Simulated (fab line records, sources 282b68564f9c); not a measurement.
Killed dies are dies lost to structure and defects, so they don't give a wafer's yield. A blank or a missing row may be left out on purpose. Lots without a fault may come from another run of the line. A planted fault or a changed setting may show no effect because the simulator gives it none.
fab line records | flow rit_cmos
record lots=5 wafers=15 last_day=7
route steps=202 shown NWELL@32 PWELL@39 WELLDRIVE@50 NRETRO@53 PRETRO@64 GATE@75
lots that met no fault: from a run of the same line without faults
start_h: hours from the record's first day to the start of the lot's first wafer shown | wait_h: hours since the lot's step before | " the same as in the row above | L1.1+2: a row that stands for several wafers | - no value, or no start given | * or withheld: withheld | < > ~ a bound
route shown NAME@n: a module of which the file shows steps, and the number in the route of the first | usual: mean/standard deviation of fault-free wafers | same: alike in all rows | chamber/n: place in a boat | sites: the reading at each site | _std_site: their standard deviation | _edge_site: outer sites' mean less inner sites' | radius_mm: how far each site lies from the wafer's centre | mask NAME#n: copy n | behind: the tool/chamber that last shaped the wafer | hold: why the lot was held/for how many hours/how that ended | device: the transistor (n, p or np) that didn't switch | end of line: the same wafers' tests at the end of the route | a step without rows: its recipe alone | killed: dies lost to structure and defects at the first sort, not the wafer's yield | map: a wafer's dies, x killed, . not, _ none there
set.NAME: the setting as run; set.NAME@STEP: as run at that earlier step | model.NAME: the simulator's own value behind a step, which no gauge read
lots at some steps of the route; a table a step, a row a wafer
services: from which hour (start_h, from the record's first day; less than 0 if before it) a tool's chamber was out of use, for how many hours, and why
## steps
# step RIT_NWELL_PEB_04
# recipe resist=NOVOLAK temp_c=withheld time_s=withheld
# columns lot.wafer tool chamber start_h wait_h
L074.1+2+3 litho_track-01 0 20.81 0.1
L076.1+3+6 litho_track-01 0 31.30 0.1
L084.2+3+6 litho_track-04 0 70.43 0.1
L085.2+5+6 litho_track-02 0 75.14 0.1
L095.2+3+5 litho_track-04 0 128.41 0.1
# step RIT_NWELL_DEVELOP_05
# recipe resist=NOVOLAK develop_time_s=68 dev_temp_c=23
# usual developer_temp_C=23.01/0.12
# columns lot.wafer tool chamber start_h wait_h developer_temp_C
L074.1 litho_track-01 0 - - 23.13
L074.2 " 0 " " 23.12
L074.3 " 0 " " 23.34
L076.1 litho_track-01 0 - - 23.11
L076.3 " 0 " " 22.85
L076.6 " 0 " " 23.14
L084.2 litho_track-04 0 - - 22.97
L084.3 " 0 " " 23.05
L084.6 " 0 " " 23.08
L085.2 litho_track-02 0 - - 23.03
L085.5 " 0 " " 22.99
L085.6 " 0 " " 23.03
L095.2 litho_track-04 0 - - 22.93
L095.3 " 0 " " 23.02
L095.5 " 0 " " 22.89
# step RIT_NWELL_OVL_MEAS_06
# usual NWELL_OVL=1.3/1.3
# columns lot.wafer tool chamber start_h wait_h NWELL_OVL[nm]
L074.1 overlay-02 - 21.12 - 2.0
L074.2 " - " " 0.9
L074.3 " - " " -0.1
L076.1 overlay-01 - 31.61 - 1.0
L076.3 " - " " 1.9
L076.6 " - " " 2.8
L084.2 overlay-02 - 70.73 - 0.0
L084.3 " - " " 0.9
L084.6 " - " " 0.1
L085.2 overlay-01 - 75.43 - -0.3
L085.5 " - " " 0.1
L085.6 " - " " 0.2
L095.2 overlay-01 - 128.71 - 1.5
L095.3 " - " " 2.7
L095.5 " - " " 3.6
# step RIT_NWELL_HARDBAKE_07
# recipe resist=NOVOLAK temp_c=140 time_s=120
# same time_s=120
# columns lot.wafer tool chamber start_h wait_h
L074.1+2+3 litho_track-01 0 21.16 0.0
L076.1+3+6 litho_track-01 0 31.65 0.0
L084.2+3+6 litho_track-02 0 70.80 0.1
L085.2+5+6 litho_track-02 0 75.50 0.1
L095.2+3+5 litho_track-04 0 128.78 0.1
# step RIT_NWELL_IMPLANT_08
# recipe species=P energy_kev=170 dose_cm2=5e+13 tilt_deg=7
# usual end_station_pressure_torr=5.12e-06/2.2e-07 faraday_current_uA=159/3.2
# columns lot.wafer tool chamber start_h wait_h end_station_pressure_torr faraday_current_uA
L074.1 implanter-02 0 21.41 0.2 4.98e-06 161
L074.2 " 0 " " 5.23e-06 157
L074.3 " 0 " " 5e-06 167
L076.1 implanter-02 0 31.90 0.2 5.46e-06 156
L076.3 " 0 " " 4.81e-06 158
L076.6 " 0 " " 5.14e-06 163
L084.2 implanter-03 0 71.03 0.2 4.91e-06 158
L084.3 " 0 " " 4.9e-06 160
L084.6 " 0 " " 5.04e-06 154
L085.2 implanter-01 0 75.74 0.2 4.79e-06 162
L085.5 " 0 " " 4.8e-06 159
L085.6 " 0 " " 5.2e-06 160
L095.2 implanter-02 0 129.01 0.2 5.08e-06 157
L095.3 " 0 " " 5.16e-06 156
L095.5 " 0 " " 5.64e-06 157
# step RIT_NWELL_STRIP_09
# recipe chemistry=O2 time_s=180 resist=NOVOLAK platen_temp_c=withheld power_w=500 pressure_mtorr=4000 o2_flow_sccm=4000
# usual drypump_motor_current_A=5.5/0.44
# same time_s=180
# columns lot.wafer tool chamber start_h wait_h drypump_motor_current_A rf_hours_counter_h
L074.1 plasma_asher-04 0 21.56 0.1 5.5 39
L074.2 " 1 " " 5.0 39
L074.3 " 1 " " 4.9 -
L076.1 plasma_asher-01 0 32.05 0.1 5.6 39
L076.3 " 0 " " 5.6 -
L076.6 " 0 " " 5.6 -
L084.2 plasma_asher-03 0 71.16 0.1 6.3 26
L084.3 " 1 " " 5.2 -
L084.6 " 1 " " 5.2 -
L085.2 plasma_asher-04 0 75.86 0.1 5.5 45
L085.5 " 0 " " 5.5 -
L085.6 " 1 " " 5.0 -
L095.2 plasma_asher-04 0 129.14 0.1 5.5 51
L095.3 " 1 " " 5.0 -
L095.5 " 0 " " 5.4 -
# step RIT_NWELL_TW_MEAS_10
# usual NWELL_TW=2149/24
# columns lot.wafer tool chamber start_h wait_h NWELL_TW
L074.1 film_metro-02 - 21.74 0.1 2113
L074.2 " - " " 2110
L074.3 " - " " 2110
L076.1 film_metro-01 - 32.22 0.1 2174
L076.3 " - " " 2188
L076.6 " - " " 2176
L084.2 film_metro-02 - 71.34 0.1 2120
L084.3 " - " " 2124
L084.6 " - " " 2135
L085.2 film_metro-01 - 76.05 0.1 2182
L085.5 " - " " 2168
L085.6 " - " " 2183
L095.2 film_metro-02 - 129.32 0.1 2119
L095.3 " - " " 2112
L095.5 " - " " 2113
# step RIT_PWELL_HMDS_00
# recipe prime_time_s=60 prime_temp_c=140
# columns lot.wafer tool chamber start_h wait_h
L074.1+2+3 litho_track-03 0 21.80 0.1
L076.1+3+6 litho_track-02 0 32.28 0.1
L084.2+3+6 litho_track-02 0 71.42 0.1
L085.2+5+6 litho_track-03 0 76.12 0.1
L095.2+3+5 litho_track-02 0 129.40 0.1
# step RIT_PWELL_COAT_01
# recipe resist=NOVOLAK spin_rpm=2000 resist_thk_nm=1300
# columns lot.wafer tool chamber start_h wait_h
L074.1+2+3 litho_track-03 0 21.95 0.1
L076.1+3+6 litho_track-02 0 32.43 0.1
L084.2+3+6 litho_track-02 0 71.57 0.1
L085.2+5+6 litho_track-03 0 76.27 0.1
L095.2+3+5 litho_track-02 0 129.55 0.1
# step RIT_PWELL_SOFTBAKE_02
# recipe resist=NOVOLAK temp_c=90 time_s=60
# same time_s=60
# columns lot.wafer tool chamber start_h wait_h
L074.1+2+3 litho_track-03 0 22.10 0.1
L076.1+3+6 litho_track-02 0 32.58 0.1
L084.2+3+6 litho_track-02 0 71.72 0.1
L085.2+5+6 litho_track-03 0 76.42 0.1
L095.2+3+5 litho_track-02 0 129.70 0.1
# step RIT_PWELL_EXPOSE_03
# recipe mask_id=M3 na=0.57 target_cd_nm=43700 dose_mj=250
# columns lot.wafer tool chamber start_h wait_h mask
L074.1+2+3 iline_stepper-02 0 22.37 0.2 M3#0
L076.1+3+6 iline_stepper-01 0 32.86 0.2 M3#0
L084.2+3+6 iline_stepper-02 0 71.86 0.1 M3#0
L085.2+5+6 iline_stepper-02 0 76.56 0.1 M3#0
L095.2+3+5 iline_stepper-02 0 129.97 0.2 M3#0
# step RIT_PWELL_PEB_04
# recipe resist=NOVOLAK temp_c=withheld time_s=withheld
# columns lot.wafer tool chamber start_h wait_h
L074.1+2+3 litho_track-01 0 22.49 0.1
L076.1+3+6 litho_track-02 0 32.97 0.1
L084.2+3+6 litho_track-02 0 72.12 0.2
L085.2+5+6 litho_track-01 0 76.69 0.1
L095.2+3+5 litho_track-03 0 130.09 0.1
# step RIT_PWELL_DEVELOP_05
# recipe resist=NOVOLAK develop_time_s=68 dev_temp_c=23
# usual developer_temp_C=23.03/0.11
# columns lot.wafer tool chamber start_h wait_h developer_temp_C
L074.1 litho_track-01 0 - - 22.94
L074.2 " 0 " " 22.99
L074.3 " 0 " " 23.00
L076.1 litho_track-02 0 - - 23.27
L076.3 " 0 " " 23.14
L076.6 " 0 " " 23.25
L084.2 litho_track-02 0 - - 22.94
L084.3 " 0 " " 22.96
L084.6 " 0 " " 23.03
L085.2 litho_track-01 0 - - 23.07
L085.5 " 0 " " 22.89
L085.6 " 0 " " 23.11
L095.2 litho_track-03 0 - - 23.02
L095.3 " 0 " " 22.79
L095.5 " 0 " " 22.94
# step RIT_PWELL_OVL_MEAS_06
# usual PWELL_OVL=-0.6/1.3
# columns lot.wafer tool chamber start_h wait_h PWELL_OVL[nm]
L074.1 overlay-01 - 22.80 - 0.6
L074.2 " - " " 0.5
L074.3 " - " " 1.5
L076.1 overlay-02 - 33.29 - -0.6
L076.3 " - " " -0.2
L076.6 " - " " 0.6
L084.2 overlay-01 - 72.41 - 1.1
L084.3 " - " " 0.2
L084.6 " - " " 1.0
L085.2 overlay-02 - 76.98 - -1.1
L085.5 " - " " -2.2
L085.6 " - " " -1.9
L095.2 overlay-01 - 130.38 - -0.7
L095.3 " - " " -1.4
L095.5 " - " " -1.1
# step RIT_PWELL_HARDBAKE_07
# recipe resist=NOVOLAK temp_c=140 time_s=120
# same time_s=120
# columns lot.wafer tool chamber start_h wait_h
L074.1+2+3 litho_track-02 0 22.84 0.0
L076.1+3+6 litho_track-01 0 33.32 0.0
L084.2+3+6 litho_track-02 0 72.48 0.1
L085.2+5+6 litho_track-03 0 77.05 0.1
L095.2+3+5 litho_track-01 0 130.70 0.3
# step RIT_PWELL_IMPLANT_08
# recipe species=B energy_kev=170 dose_cm2=7e+13 tilt_deg=7
# usual end_station_pressure_torr=5.17e-06/2.6e-07 faraday_current_uA=222/4.6
# columns lot.wafer tool chamber start_h wait_h end_station_pressure_torr faraday_current_uA
L074.1 implanter-02 0 23.09 0.2 5.15e-06 220
L074.2 " 0 " " 5.7e-06 218
L074.3 " 0 " " 5.02e-06 223
L076.1 implanter-02 0 33.57 0.2 5.42e-06 226
L076.3 " 0 " " 5.09e-06 225
L076.6 " 0 " " 5.54e-06 216
L084.2 implanter-01 0 72.72 0.2 4.84e-06 219
L084.3 " 0 " " 5.11e-06 228
L084.6 " 0 " " 4.79e-06 214
L085.2 implanter-02 0 77.29 0.2 5.23e-06 217
L085.5 " 0 " " 5.4e-06 224
L085.6 " 0 " " 4.79e-06 229
L095.2 implanter-01 0 130.94 0.2 5.04e-06 228
L095.3 " 0 " " 4.95e-06 224
L095.5 " 0 " " 4.98e-06 226
# step RIT_PWELL_STRIP_09
# recipe chemistry=O2 time_s=180 resist=NOVOLAK platen_temp_c=withheld power_w=518.6 pressure_mtorr=4000 o2_flow_sccm=4000
# usual drypump_motor_current_A=5.6/0.43
# same time_s=180
# columns lot.wafer tool chamber start_h wait_h drypump_motor_current_A rf_hours_counter_h
L074.1 plasma_asher-04 1 23.24 0.1 5.0 40
L074.2 " 0 " " 5.5 40
L074.3 " 1 " " 5.0 -
L076.1 plasma_asher-02 0 33.72 0.1 5.7 38
L076.3 " 0 " " 5.7 -
L076.6 " 1 " " 5.8 -
L084.2 plasma_asher-03 1 72.84 0.1 5.2 27
L084.3 " 1 " " 5.2 -
L084.6 " 1 " " 5.2 -
L085.2 plasma_asher-04 1 77.41 0.1 4.9 45
L085.5 " 0 " " 5.5 -
L085.6 " 1 " " 4.9 -
L095.2 plasma_asher-03 1 131.06 0.1 5.2 33
L095.3 " 1 " " 5.2 -
L095.5 " 0 " " 6.4 -
# step RIT_PWELL_TW_MEAS_10
# usual PWELL_TW=956/8.1
# columns lot.wafer tool chamber start_h wait_h PWELL_TW
L074.1 film_metro-04 - 23.41 0.1 964
L074.2 " - " " 952
L074.3 " - " " 956
L076.1 film_metro-01 - 33.90 0.1 962
L076.3 " - " " 962
L076.6 " - " " 961
L084.2 film_metro-01 - 73.03 0.1 961
L084.3 " - " " 965
L084.6 " - " " 962
L085.2 film_metro-04 - 77.60 0.1 960
L085.5 " - " " 957
L085.6 " - " " 959
L095.2 film_metro-01 - 131.25 0.1 966
L095.3 " - " " 966
L095.5 " - " " 958
# step RIT_WELLDRIVE_ANNEAL_00
# recipe temp_c=1100 time_s=14700 ambient=N2
# usual tube_center_temp_C=1100/0.1
# same time_s=14700
# columns lot.wafer tool chamber start_h wait_h tube_center_temp_C
L074.1 furnace-03 0 24.42 1.0 1099.9
L074.2 " 0 " " 1100
L074.3 " 0 " " 1100
L076.1 furnace-02 0 34.32 0.4 1100
L076.3 " 0 " " 1100.2
L076.6 " 0 " " 1100
L084.2 furnace-01 0 73.48 0.4 1100.2
L084.3 " 0 " " 1100
L084.6 " 0 " " 1100
L085.2 furnace-03 0 77.65 0.0 1100
L085.5 " 0 " " 1099.9
L085.6 " 0 " " 1100
L095.2 furnace-02 0 131.30 0.0 1100
L095.3 " 0 " " 1100
L095.5 " 0 " " 1100.2
# step RIT_WELLDRIVE_RS_MEAS_01
# recipe thk_meas_gauge=four-point-probe
# usual NWELL_RS=275.2/0.77
# columns lot.wafer tool chamber start_h wait_h NWELL_RS[ohm/sq]
L074.1 film_metro-01 - 29.50 0.0 275.6
L074.2 " - " " 275.9
L074.3 " - " " 275.6
L076.1 film_metro-04 - 39.41 0.0 275.7
L076.3 " - " " 274.3
L076.6 " - " " 275.4
L084.2 film_metro-04 - 78.59 0.0 274.7
L084.3 " - " " 274.3
L084.6 " - " " 274.6
L085.2 film_metro-02 - 82.75 0.0 274.8
L085.5 " - " " 274.7
L085.6 " - " " 274.3
L095.2 film_metro-02 - 136.40 0.0 275.2
L095.3 " - " " 275.2
L095.5 " - " " 275.3
# step RIT_WELLDRIVE_RS_MEAS_02
# recipe thk_meas_gauge=four-point-probe
# usual PWELL_RS=429.1/1.1
# columns lot.wafer tool chamber start_h wait_h PWELL_RS[ohm/sq]
L074.1 film_metro-01 - 29.62 0.1 430.0
L074.2 " - " " 429.9
L074.3 " - " " 429.4
L076.1 film_metro-04 - 39.53 0.1 429.3
L076.3 " - " " 431.0
L076.6 " - " " 431.1
L084.2 film_metro-04 - 78.71 0.1 428.6
L084.3 " - " " 427.3
L084.6 " - " " 428.1
L085.2 film_metro-02 - 82.87 0.1 428.6
L085.5 " - " " 429.2
L085.6 " - " " 428.1
L095.2 film_metro-02 - 136.52 0.1 430.4
L095.3 " - " " 429.5
L095.5 " - " " 430.3
# step RIT_NRETRO_HMDS_00
# recipe prime_time_s=60 prime_temp_c=140
# columns lot.wafer tool chamber start_h wait_h
L074.1+2+3 litho_track-03 0 29.74 0.1
L076.1+3+6 litho_track-01 0 39.68 0.1
L084.2+3+6 litho_track-04 0 78.83 0.1
L085.2+5+6 litho_track-04 0 82.99 0.1
L095.2+3+5 litho_track-04 0 136.65 0.1
# step RIT_NRETRO_COAT_01
# recipe resist=NOVOLAK spin_rpm=2000 resist_thk_nm=1300
# columns lot.wafer tool chamber start_h wait_h
L074.1+2+3 litho_track-03 0 29.89 0.1
L076.1+3+6 litho_track-01 0 39.83 0.1
L084.2+3+6 litho_track-04 0 78.98 0.1
L085.2+5+6 litho_track-04 0 83.14 0.1
L095.2+3+5 litho_track-04 0 136.80 0.1
# step RIT_NRETRO_SOFTBAKE_02
# recipe resist=NOVOLAK temp_c=90 time_s=60
# same time_s=60
# columns lot.wafer tool chamber start_h wait_h
L074.1+2+3 litho_track-03 0 30.04 0.1
L076.1+3+6 litho_track-01 0 39.98 0.1
L084.2+3+6 litho_track-04 0 79.13 0.1
L085.2+5+6 litho_track-04 0 83.29 0.1
L095.2+3+5 litho_track-04 0 136.95 0.1
# step RIT_NRETRO_EXPOSE_03
# recipe mask_id=M4 na=0.57 target_cd_nm=43900 dose_mj=250
# columns lot.wafer tool chamber start_h wait_h mask
L074.1+2+3 iline_stepper-02 0 30.32 0.2 M4#0
L076.1+3+6 iline_stepper-01 0 40.26 0.2 M4#0
L084.2+3+6 iline_stepper-02 0 79.28 0.1 M4#0
L085.2+5+6 iline_stepper-01 0 83.56 0.2 M4#0
L095.2+3+5 iline_stepper-02 0 137.09 0.1 M4#0
# step RIT_NRETRO_PEB_04
# recipe resist=NOVOLAK temp_c=withheld time_s=withheld
# columns lot.wafer tool chamber start_h wait_h
L074.1+2+3 litho_track-03 0 30.43 0.1
L076.1+3+6 litho_track-03 0 40.38 0.1
L084.2+3+6 litho_track-01 0 79.40 0.1
L085.2+5+6 litho_track-03 0 83.69 0.1
L095.2+3+5 litho_track-04 0 137.21 0.1
# step RIT_NRETRO_DEVELOP_05
# recipe resist=NOVOLAK develop_time_s=68 dev_temp_c=23
# usual developer_temp_C=22.97/0.1
# columns lot.wafer tool chamber start_h wait_h developer_temp_C
L074.1 litho_track-03 0 - - 23.01
L074.2 " 0 " " 22.82
L074.3 " 0 " " 22.93
L076.1 litho_track-03 0 - - 23.20
L076.3 " 0 " " 22.94
L076.6 " 0 " " 23.07
L084.2 litho_track-01 0 - - 23.04
L084.3 " 0 " " 23.01
L084.6 " 0 " " 23.06
L085.2 litho_track-03 0 - - 23.07
L085.5 " 0 " " 23.07
L085.6 " 0 " " 22.94
L095.2 litho_track-04 0 - - 22.65
L095.3 " 0 " " 22.90
L095.5 " 0 " " 22.91
# step RIT_NRETRO_OVL_MEAS_06
# usual NRETRO_OVL=0.0/1.2
# columns lot.wafer tool chamber start_h wait_h NRETRO_OVL[nm]
L074.1 overlay-02 - 30.75 - 0.7
L074.2 " - " " 0.4
L074.3 " - " " -0.7
L076.1 overlay-01 - 40.69 - -0.1
L076.3 " - " " -1.1
L076.6 " - " " 0.0
L084.2 overlay-01 - 79.69 - 2.1
L084.3 " - " " 0.5
L084.6 " - " " 1.3
L085.2 overlay-01 - 83.98 - 0.2
L085.5 " - " " -0.4
L085.6 " - " " -1.6
L095.2 overlay-02 - 137.51 - 2.1
L095.3 " - " " 2.6
L095.5 " - " " -1.2
# step RIT_NRETRO_HARDBAKE_07
# recipe resist=NOVOLAK temp_c=140 time_s=120
# same time_s=120
# columns lot.wafer tool chamber start_h wait_h
L074.1+2+3 litho_track-01 0 30.78 0.0
L076.1+3+6 litho_track-04 0 40.73 0.0
L084.2+3+6 litho_track-01 0 79.76 0.1
L085.2+5+6 litho_track-03 0 84.05 0.1
L095.2+3+5 litho_track-03 0 137.58 0.1
# step RIT_NRETRO_IMPLANT_08
# recipe species=P energy_kev=70 dose_cm2=1.023e+13 tilt_deg=7
# usual end_station_pressure_torr=5.03e-06/2.6e-07 faraday_current_uA=32.4/0.66
# columns lot.wafer tool chamber start_h wait_h end_station_pressure_torr faraday_current_uA
L074.1 implanter-03 0 31.03 0.2 4.73e-06 31.0
L074.2 " 0 " " 4.83e-06 32.9
L074.3 " 0 " " 5e-06 32.7
L076.1 implanter-02 0 40.98 0.2 5.04e-06 32.0
L076.3 " 0 " " 4.56e-06 32.2
L076.6 " 0 " " 5.23e-06 32.2
L084.2 implanter-02 0 80.00 0.2 5.49e-06 33.1
L084.3 " 0 " " 4.51e-06 33.4
L084.6 " 0 " " 5.17e-06 32.6
L085.2 implanter-03 0 84.29 0.2 5.24e-06 31.8
L085.5 " 0 " " 5.2e-06 32.2
L085.6 " 0 " " 5.33e-06 32.8
L095.2 implanter-04 0 137.81 0.2 5.3e-06 32.4
L095.3 " 0 " " 5.03e-06 33.3
L095.5 " 0 " " 5.25e-06 32.6
# step RIT_NRETRO_STRIP_09
# recipe chemistry=O2 time_s=180 resist=NOVOLAK platen_temp_c=withheld power_w=500 pressure_mtorr=4000 o2_flow_sccm=4000
# usual drypump_motor_current_A=5.5/0.34
# same time_s=180
# columns lot.wafer tool chamber start_h wait_h drypump_motor_current_A rf_hours_counter_h
L074.1 plasma_asher-02 0 31.18 0.1 5.8 37
L074.2 " 1 " " 5.8 37
L074.3 " 0 " " 5.8 -
L076.1 plasma_asher-02 0 41.13 0.1 5.7 39
L076.3 " 0 " " 5.8 -
L076.6 " 0 " " 5.7 -
L084.2 plasma_asher-01 1 80.12 0.1 6.0 44
L084.3 " 0 " " 5.6 -
L084.6 " 0 " " 5.6 -
L085.2 plasma_asher-04 0 84.41 0.1 5.5 46
L085.5 " 1 " " 5.0 -
L085.6 " 0 " " 5.5 -
L095.2 plasma_asher-04 0 137.94 0.1 5.5 52
L095.3 " 1 " " 5.0 -
L095.5 " 1 " " 5.0 -
# step RIT_NRETRO_TW_MEAS_10
# usual NRETRO_TW=1051/9.3
# columns lot.wafer tool chamber start_h wait_h NRETRO_TW
L074.1 film_metro-02 - 31.36 0.1 1046
L074.2 " - " " 1049
L074.3 " - " " 1050
L076.1 film_metro-03 - 41.30 0.1 1054
L076.3 " - " " 1050
L076.6 " - " " 1055
L084.2 film_metro-02 - 80.31 0.1 1048
L084.3 " - " " 1040
L084.6 " - " " 1037
L085.2 film_metro-04 - 84.60 0.1 1068
L085.5 " - " " 1066
L085.6 " - " " 1068
L095.2 film_metro-04 - 138.12 0.1 1072
L095.3 " - " " 1067
L095.5 " - " " 1066
# step RIT_PRETRO_HMDS_00
# recipe prime_time_s=60 prime_temp_c=140
# columns lot.wafer tool chamber start_h wait_h
L074.1+2+3 litho_track-04 0 31.42 0.1
L076.1+3+6 litho_track-04 0 41.36 0.1
L084.2+3+6 litho_track-03 0 80.38 0.1
L085.2+5+6 litho_track-04 0 84.67 0.1
L095.2+3+5 litho_track-03 0 138.20 0.1
# step RIT_PRETRO_COAT_01
# recipe resist=NOVOLAK spin_rpm=2000 resist_thk_nm=1300
# columns lot.wafer tool chamber start_h wait_h
L074.1+2+3 litho_track-04 0 31.57 0.1
L076.1+3+6 litho_track-04 0 41.51 0.1
L084.2+3+6 litho_track-03 0 80.53 0.1
L085.2+5+6 litho_track-04 0 84.82 0.1
L095.2+3+5 litho_track-03 0 138.35 0.1
# step RIT_PRETRO_SOFTBAKE_02
# recipe resist=NOVOLAK temp_c=90 time_s=60
# same time_s=60
# columns lot.wafer tool chamber start_h wait_h
L074.1+2+3 litho_track-04 0 31.72 0.1
L076.1+3+6 litho_track-04 0 41.66 0.1
L084.2+3+6 litho_track-03 0 80.68 0.1
L085.2+5+6 litho_track-04 0 84.97 0.1
L095.2+3+5 litho_track-03 0 138.50 0.1
# step RIT_PRETRO_EXPOSE_03
# recipe mask_id=M5 na=0.57 target_cd_nm=43700 dose_mj=250
# columns lot.wafer tool chamber start_h wait_h mask
L074.1+2+3 iline_stepper-02 0 31.87 0.1 M5#0
L076.1+3+6 iline_stepper-02 0 41.83 0.1 M5#0
L084.2+3+6 iline_stepper-01 0 80.95 0.2 M5#0
L085.2+5+6 iline_stepper-02 0 85.24 0.2 M5#0
L095.2+3+5 iline_stepper-01 0 138.64 0.1 M5#0
# step RIT_PRETRO_PEB_04
# recipe resist=NOVOLAK temp_c=withheld time_s=withheld
# columns lot.wafer tool chamber start_h wait_h
L074.1+2+3 litho_track-03 0 31.98 0.1
L076.1+3+6 litho_track-03 0 41.95 0.1
L084.2+3+6 litho_track-04 0 81.38 0.4
L085.2+5+6 litho_track-03 0 85.36 0.1
L095.2+3+5 litho_track-03 0 138.76 0.1
# step RIT_PRETRO_DEVELOP_05
# recipe resist=NOVOLAK develop_time_s=68 dev_temp_c=22
# usual developer_temp_C=22.01/0.099
# columns lot.wafer tool chamber start_h wait_h developer_temp_C
L074.1 litho_track-03 0 - - 22.15
L074.2 " 0 " " 21.87
L074.3 " 0 " " 22.00
L076.1 litho_track-03 0 - - 22.19
L076.3 " 0 " " 22.16
L076.6 " 0 " " 22.15
L084.2 litho_track-04 0 - - 22.16
L084.3 " 0 " " 22.10
L084.6 " 0 " " 22.13
L085.2 litho_track-03 0 - - 21.92
L085.5 " 0 " " 22.06
L085.6 " 0 " " 21.96
L095.2 litho_track-03 0 - - 22.07
L095.3 " 0 " " 22.05
L095.5 " 0 " " 21.93
# step RIT_PRETRO_OVL_MEAS_06
# usual PRETRO_OVL=-0.7/1.1
# columns lot.wafer tool chamber start_h wait_h PRETRO_OVL[nm]
L074.1 overlay-01 - 32.30 - 0.4
L074.2 " - " " 2.9
L074.3 " - " " -0.5
L076.1 overlay-01 - 42.26 - 1.2
L076.3 " - " " -0.2
L076.6 " - " " 1.3
L084.2 overlay-01 - 81.68 - 0.0
L084.3 " - " " -2.8
L084.6 " - " " 0.2
L085.2 overlay-02 - 85.66 - -0.1
L085.5 " - " " -3.0
L085.6 " - " " -1.7
L095.2 overlay-02 - 139.06 - -0.8
L095.3 " - " " -0.9
L095.5 " - " " -0.4
# step RIT_PRETRO_HARDBAKE_07
# recipe resist=NOVOLAK temp_c=140 time_s=120
# same time_s=120
# columns lot.wafer tool chamber start_h wait_h
L074.1+2+3 litho_track-03 0 32.33 0.0
L076.1+3+6 litho_track-04 0 42.30 0.0
L084.2+3+6 litho_track-04 0 81.75 0.1
L085.2+5+6 litho_track-04 0 85.73 0.1
L095.2+3+5 litho_track-02 0 139.13 0.1
# step RIT_PRETRO_IMPLANT_08
# recipe species=B energy_kev=45 dose_cm2=1.2e+13 tilt_deg=7
# usual end_station_pressure_torr=5.06e-06/2.5e-07 faraday_current_uA=38.1/0.83
# columns lot.wafer tool chamber start_h wait_h end_station_pressure_torr faraday_current_uA
L074.1 implanter-04 0 32.58 0.2 4.68e-06 38.3
L074.2 " 0 " " 5.13e-06 37.1
L074.3 " 0 " " 4.58e-06 37.6
L076.1 implanter-04 0 42.55 0.2 5.36e-06 37.3
L076.3 " 0 " " 4.91e-06 38.6
L076.6 " 0 " " 4.65e-06 38.1
L084.2 implanter-03 0 81.98 0.2 4.89e-06 36.9
L084.3 " 0 " " 5.39e-06 37.5
L084.6 " 0 " " 5.28e-06 39.4
L085.2 implanter-01 0 85.96 0.2 4.94e-06 36.9
L085.5 " 0 " " 5.26e-06 38.4
L085.6 " 0 " " 4.99e-06 37.8
L095.2 implanter-03 0 139.36 0.2 4.95e-06 38.3
L095.3 " 0 " " 5.1e-06 38.8
L095.5 " 0 " " 4.76e-06 36.2
# step RIT_PRETRO_STRIP_09
# recipe chemistry=O2 time_s=180 resist=NOVOLAK platen_temp_c=withheld power_w=500 pressure_mtorr=4000 o2_flow_sccm=4000
# usual drypump_motor_current_A=5.8/0.35
# same time_s=180
# columns lot.wafer tool chamber start_h wait_h drypump_motor_current_A rf_hours_counter_h
L074.1 plasma_asher-02 0 32.73 0.1 5.7 38
L074.2 " 1 " " 5.8 38
L074.3 " 1 " " 5.8 -
L076.1 plasma_asher-01 0 42.70 0.1 5.6 40
L076.3 " 0 " " 5.6 -
L076.6 " 1 " " 6.0 -
L084.2 plasma_asher-03 1 82.11 0.1 5.2 27
L084.3 " 0 " " 6.3 -
L084.6 " 1 " " 5.2 -
L085.2 plasma_asher-03 0 86.09 0.1 6.3 28
L085.5 " 1 " " 5.2 -
L085.6 " 0 " " 6.4 -
L095.2 plasma_asher-03 1 139.49 0.1 5.2 34
L095.3 " 0 " " 6.3 -
L095.5 " 0 " " 6.4 -
# step RIT_PRETRO_TW_MEAS_10
# usual PRETRO_TW=476/6.6
# columns lot.wafer tool chamber start_h wait_h PRETRO_TW
L074.1 film_metro-01 - 32.91 0.1 482
L074.2 " - " " 484
L074.3 " - " " 483
L076.1 film_metro-01 - 42.87 0.1 482
L076.3 " - " " 478
L076.6 " - " " 483
L084.2 film_metro-01 - 82.29 0.1 480
L084.3 " - " " 481
L084.6 " - " " 481
L085.2 film_metro-02 - 86.27 0.1 466
L085.5 " - " " 469
L085.6 " - " " 468
L095.2 film_metro-02 - 139.67 0.1 472
L095.3 " - " " 471
L095.5 " - " " 466
# step RIT_GATE_WET_ETCH_00
# recipe chemistry=BOE target=SiO2 target_depth_nm=56 time_s=60 dry=n2_spin dilution=10:1 temp_c=21.5
# same time_s=60
# columns lot.wafer tool chamber start_h wait_h
L074.1+2+3 wet_bench-04 2 32.97 0.1
L076.1+3+6 wet_bench-03 3 42.93 0.1
L084.2+3+6 wet_bench-04 1 82.34 0.0
L085.2+5+6 wet_bench-03 1 86.32 0.0
L095.2+3+5 wet_bench-04 2 139.72 0.0
# step RIT_GATE_CLEAN_01
# recipe chemistry=SC1 mix=3:3:50 time_s=600 temp_c=75
# same time_s=600
# columns lot.wafer tool chamber start_h wait_h
L074.1+2+3 wet_bench-01 0 33.00 0.0
L076.1+3+6 wet_bench-01 1 42.96 0.0
L084.2+3+6 wet_bench-03 0 82.37 0.0
L085.2+5+6 wet_bench-01 3 86.35 0.0
L095.2+3+5 wet_bench-01 0 139.75 0.0
## services
# columns tool chamber start_h hours kind
iline_stepper-02 - 1.70 7.3 repair
implanter-02 - 12.54 3.6 repair
furnace-02 - 12.57 10.1 repair
iline_stepper-01 - 18.87 1.3 repair
plasma_asher-02 - 19.21 2.5 repair
implanter-04 - 19.36 4.2 repair
plasma_asher-03 - 21.76 15.6 pm
implanter-01 - 23.32 48.9 repair
implanter-01 - 28.71 2.7 repair
wet_bench-01 - 33.19 4.4 pm
plasma_asher-01 - 34.24 5.5 repair
implanter-01 - 37.76 1.9 repair
plasma_asher-04 - 52.02 1.9 repair
iline_stepper-02 - 63.14 1.7 pm
iline_stepper-01 - 72.65 4.4 pm
wet_bench-01 - 81.45 1.6 repair
implanter-03 - 86.57 2.8 repair
implanter-02 - 98.49 0.9 repair
furnace-03 - 104.38 3.2 pm
plasma_asher-01 - 108.75 9.0 pm
implanter-02 - 109.12 0.7 repair
plasma_asher-02 - 109.32 2.8 pm
iline_stepper-02 - 123.64 2.7 repair
implanter-01 - 132.63 5.5 pm
## key
fault none
